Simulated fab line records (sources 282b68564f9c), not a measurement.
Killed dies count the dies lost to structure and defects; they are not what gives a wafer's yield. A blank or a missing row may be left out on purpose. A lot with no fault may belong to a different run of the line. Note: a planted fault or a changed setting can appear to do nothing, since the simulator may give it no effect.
Problem report in the 8D (eight disciplines) form, filled by code -- flow rit-cmos -- the parts of the form that need people (team, actions taken, sign-off) are left out

== 1. THE ISSUE ==
Across 6 wafers from 2 lots, NWELL_RS at RIT_WELLDRIVE_RS_MEAS_01 averages 259.6 ohm/sq, while fault-free wafers read 275.6 ohm/sq with a standard deviation of 0.83. That is -19 standard deviations from the usual mean.
The step: measures by four-point-probe.
First seen on wafer L775.3, day 3 16:11, on film-metro-03. The record has a number at this step for 42 wafers belonging to 14 lots. By rule, "out" or "out of limits" means more than 4 standard deviations away from the usual mean. The rest of the wafers with a number are treated as sound.

== 2. WHAT IT IS, WHAT IT ISN'T ==
question,is,is not
which readings at this step,NWELL_RS,-
which lots,"L775, L777","L768, L770, L771, L772, L774, L782, L783, L787, L788, L789, L790, L791"
which wafers of those lots,all that have a number,-
read on which gauges,film-metro-03,"film-metro-01, film-metro-04"
when,from day 3 16:11,"up to then (15 sound wafers); but 21 sound wafers of L782, L783, L787, L788, L789, L790, L791 came after"

== 3. THE SUSPECTS, EACH WITH WHAT RULES IT OUT ==
Counting: any tool at a process step up to the reading is kept as a suspect provided that every lot that is out went through it and no sound lot did after the first of them.
- ruled out: the gauge at RIT_WELLDRIVE_RS_MEAS_01. All the wafers that are out were read on film-metro-03, but those of them that RIT_WELLDRIVE_ANNEAL_00 has rows for are out there too, on other tools.
- furnace-01 at RIT_WELLDRIVE_ANNEAL_00 (time 14700 s): kept. All lots that are out passed through it, beginning with L775 at day 3 11:04, and no sound lot followed; its final sound lot before that point was L774 at day 3 05:59. Out on those wafers are its own readings of spike-tc-centre-C, spike-tc-load-C, spike-tc-source-C, tube-center-temp-C, tube_center_temp_C_max.
Remaining after the count: furnace-01 at RIT_WELLDRIVE_ANNEAL_00.

== 4. THE CAUSE (what the simulator had put in) ==
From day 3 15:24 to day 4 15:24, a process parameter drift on furnace-01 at RIT_WELLDRIVE_ANNEAL_00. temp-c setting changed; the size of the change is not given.
Only this tool survived the counting.

== 5. THE CHAIN OF EFFECTS, in route order ==
One row per reading whose mean, taken over the struck wafers that have a number, lies over 3 standard deviations from the usual. Only readings whose record carries a usual standard deviation are examined. hours: median over the lots of the time between each lot's start at the first step of this table that gives one and its start at this step. sigmas: the change, counted in usual standard deviations.
hours,step,reading,usual,on struck wafers,change,sigmas
0,RIT_WELLDRIVE_ANNEAL_00,spike-tc-centre-C,1101.9 C,1117.7,+15.8,+13
0,RIT_WELLDRIVE_ANNEAL_00,spike-tc-load-C,1126.7 C,1140.5,+13.8,+4.6
0,RIT_WELLDRIVE_ANNEAL_00,spike-tc-source-C,1127.3 C,1139.8,+12.5,+6.9
0,RIT_WELLDRIVE_ANNEAL_00,tube-center-temp-C,1100 C,1115,+15,+99 or more
0,RIT_WELLDRIVE_ANNEAL_00,tube_center_temp_C_max,1102.8,1117.9,+15.1,+34
5,RIT_WELLDRIVE_RS_MEAS_01,NWELL_RS,275.6 ohm/sq,259.6,-16.0,-19
5,RIT_WELLDRIVE_RS_MEAS_02,PWELL_RS,429.4 ohm/sq,412.9,-16.5,-14
The process steps in it:
- RIT_WELLDRIVE_ANNEAL_00: time 14700 s.

== 6. WHAT WOULD HAVE CAUGHT IT SOONER ==
In this record the first reading out of limits at a measuring or inspecting step was taken at day 3 16:11, 1 hour after the fault began at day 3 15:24.
Tool's own readings at RIT_WELLDRIVE_ANNEAL_00, spike-tc-centre-C, spike-tc-load-C, spike-tc-source-C, tube-center-temp-C, tube_center_temp_C_max: out on all struck wafers the step has rows for; an alarm limit on them would have tripped on the first.
Of the lots that are out (2), L777 began RIT_WELLDRIVE_ANNEAL_00 on furnace-01 after day 3 16:11. Holding the tool at that time would have saved it.
